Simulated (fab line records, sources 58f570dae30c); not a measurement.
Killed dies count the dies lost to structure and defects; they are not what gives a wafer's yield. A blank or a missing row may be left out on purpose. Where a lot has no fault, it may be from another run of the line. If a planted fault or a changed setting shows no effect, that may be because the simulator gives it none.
Matching of chambers | flow berkeley cmos170 | 4 sister chambers for UCB170_GATE_ETCH_15 on rie si-02
The step etches poly-Si in HBr/Cl2, stops on SiO2, time 56.3 s, target depth 278.2 nm. 16 wafers are shown with their chamber, then 8 later ones without.

WAFERS WITH THEIR CHAMBER
wafer  | chamber | drypump motor current A (A) | throttle valve pct (%) | run length s (s)
L891.2 | 0       | 5.9                         | 26.1                   | 83.4
L891.3 | 2       | 5.1                         | 26.2                   | 84.0
L891.4 | 1       | 6.4                         | 26.1                   | 84.7
L896.1 | 1       | 6.4                         | 26.1                   | 84.3
L896.3 | 2       | 5.1                         | 26.2                   | 83.8
L896.4 | 3       | 5.6                         | 26.2                   | 84.9
L897.3 | 1       | 6.5                         | 26.1                   | 84.3
L897.5 | 0       | 5.9                         | 26.1                   | 83.4
L897.6 | 1       | 6.5                         | 26.1                   | 84.4
L900.1 | 3       | 5.6                         | 26.2                   | 84.3
L900.4 | 2       | 5.1                         | 26.2                   | 83.8
L900.6 | 1       | 6.5                         | 26.1                   | 84.1
L901.1 | 1       | 6.5                         | 26.1                   | 84.3
L901.2 | 0       | 5.9                         | 26.1                   | 83.4
L901.6 | 3       | 5.7                         | 26.3                   | 84.7
L904.2 | 1       | 6.5                         | 26.1                   | 84.2

SIGNATURES, as means of the wafers listed above
reading                 | chamber 0 | chamber 1 | chamber 2 | chamber 3 | scatter within a chamber
drypump motor current A | 5.900     | 6.471     | 5.100     | 5.633     | 0.0418
throttle valve pct      | 26.100    | 26.100    | 26.200    | 26.233    | 0.0236
run length s            | 83.400    | 84.329    | 83.867    | 84.633    | 0.189
Rule: a wafer's distance from a chamber is the root of the sum, over the readings, of the square of ((its reading less the chamber's mean) divided by the reading's scatter). The wafer belongs to the nearest chamber; if the next one is less than 2 further off, it can't be placed. How the scatter is found: for the shown wafers, subtract from each reading the mean of its chamber, square and add these, divide the total by (wafers less chambers), then take the root.

WAFERS WITHOUT THEIR CHAMBER
wafer  | drypump motor current A (A) | throttle valve pct (%) | run length s (s)
L904.4 | 5.2                         | 26.2                   | 84.4
L904.5 | 5.1                         | 26.2                   | 84.1
L908.1 | 5.9                         | 26.1                   | 83.5
L908.3 | 5.6                         | 26.3                   | 84.2
L908.6 | 5.6                         | 26.3                   | 84.3
L911.3 | 6.5                         | 26.0                   | 84.1
L911.4 | 5.6                         | 26.3                   | 84.6
L911.6 | 5.9                         | 26.1                   | 83.5

EACH ONE'S CHAMBER
wafer  | from the rows above | in truth
L904.4 | 2                   | 2
L904.5 | 2                   | 2
L908.1 | 0                   | 0
L908.3 | 3                   | 3
L908.6 | 3                   | 3
L911.3 | 1                   | 1
L911.4 | 3                   | 3
L911.6 | 0                   | 0
Placed correctly: 8 of 8. Not placeable from these rows: 0. Number placed wrongly: 0.
